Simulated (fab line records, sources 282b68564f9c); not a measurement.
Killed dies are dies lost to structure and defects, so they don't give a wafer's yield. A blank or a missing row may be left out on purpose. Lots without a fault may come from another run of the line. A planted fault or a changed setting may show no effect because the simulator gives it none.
A struck lot beside a sound one | flow rit_cmos | 15 steps out of a route of 202
Sound: wafers L431.2, L431.3, L431.5. Struck: wafer L443.1. The cause comes at the end.
At each step with rows: each side's tool, then ch and its chambers, then its first start. Under that, the readings that differ: sound wafers | struck wafers | difference of the means | sigmas: that difference in standard deviations of wafers without a fault.
alike: readings whose means differ by less than 2 such deviations, and words and numbers that are the same on both sides. not compared: withheld readings, readings that some wafer has no value for, bounds like >300 that may hide the same value, and numbers for which the record gives no deviation and whose values overlap.
The two part at a step that has a row with sigmas, a row that says differs or no value, or rows on one side only. Numbers that don't overlap but have no deviation are shown without sigmas and don't part them. A reading that every wafer of one side lacks parts them only if that side has two wafers or more.

RIT_SILICIDE_RTA_06: time 10 s, ramp up 5 s, ramp down 10 s.
  sound on rtp_anneal-01 ch 0, day 4 06:29; struck on rtp_anneal-01 ch 0, day 6 22:28
  alike: wafer_temp_C_max
RIT_CONTACT_CVD_00: deposits SiO2 from TEOS, target thk 400 nm, time 61 s.
  sound on pecvd-03 ch 0,1, day 4 06:32; struck on pecvd-03 ch 2, day 6 22:32
  alike: heater_power_w
RIT_CONTACT_THK_MEAS_01:
  sound on film_metro-01, day 4 06:36; struck on film_metro-03, day 6 22:35
  alike: CONTACT_TEOS_THK
then, 6 steps without rows for these wafers: RIT_CONTACT_HMDS_02 (prime time 60 s); RIT_CONTACT_COAT_03 (resist thk 1000 nm); RIT_CONTACT_SOFTBAKE_04 (time 60 s); RIT_CONTACT_EXPOSE_05 (exposes mask M11, target cd 1000 nm); RIT_CONTACT_PEB_06; RIT_CONTACT_DEVELOP_07 (develop time 120 s).
RIT_CONTACT_CD_MEAS_08: target cd 1000 nm.
  sound on cd_sem-01, day 4 07:38; struck on cd_sem-02, day 6 23:40
  reading    | sound             | struck | difference | sigmas
  cd_nm (nm) | 993.3 993.1 994.9 | 999.7  | +5.9       | +3
RIT_CONTACT_OVL_MEAS_09:
  sound on overlay-01, day 4 07:45; struck on overlay-01, day 6 23:47
  alike: CONTACT_OVL
then, 1 step without rows for these wafers: RIT_CONTACT_HARDBAKE_10 (time 60 s).
RIT_CONTACT_ETCH_11: etches SiO2 in CHF3/CF4/Ar, stops on TiSi2, target depth 480 nm, time 320 s.
  sound on rie_diel-01 ch 0,1,3, day 4 07:56; struck on rie_diel-02 ch 3, day 6 23:59
  reading        | sound       | struck  | difference | sigmas
  over_etch_frac | 0.2 0.2 0.2 | 0.22249 | +0.02249   |
  alike: CHF3_flow_sccm, drypump_motor_current_A, oes_product_au, throttle_valve_pct
  not compared: rf_hours_counter_h
RIT_CONTACT_STRIP_12: strips in O2, time 180 s.
  sound on plasma_asher-03 ch 0,1, day 4 08:07; struck on plasma_asher-02 ch 1, day 7 00:10
  reading                     | sound       | struck | difference | sigmas
  drypump_motor_current_A (A) | 6.4 6.4 6.4 | 5.3    | -1.1       | -2
  not compared: rf_hours_counter_h
RIT_M1_PROBE_99:
  sound on prober-02, day 4 14:16; struck on prober-01, day 7 05:10
  alike: killed_at_M0_to_M3, killed_at_contacts, killed_at_front_end, killed_dies, killed_open, killed_short

WHERE THEY PART
First at RIT_CONTACT_CD_MEAS_08; last, within this record, at RIT_CONTACT_STRIP_12. Later steps at which nothing parts them and some readings are alike: RIT_M1_PROBE_99.

WHY: what the simulator had put in
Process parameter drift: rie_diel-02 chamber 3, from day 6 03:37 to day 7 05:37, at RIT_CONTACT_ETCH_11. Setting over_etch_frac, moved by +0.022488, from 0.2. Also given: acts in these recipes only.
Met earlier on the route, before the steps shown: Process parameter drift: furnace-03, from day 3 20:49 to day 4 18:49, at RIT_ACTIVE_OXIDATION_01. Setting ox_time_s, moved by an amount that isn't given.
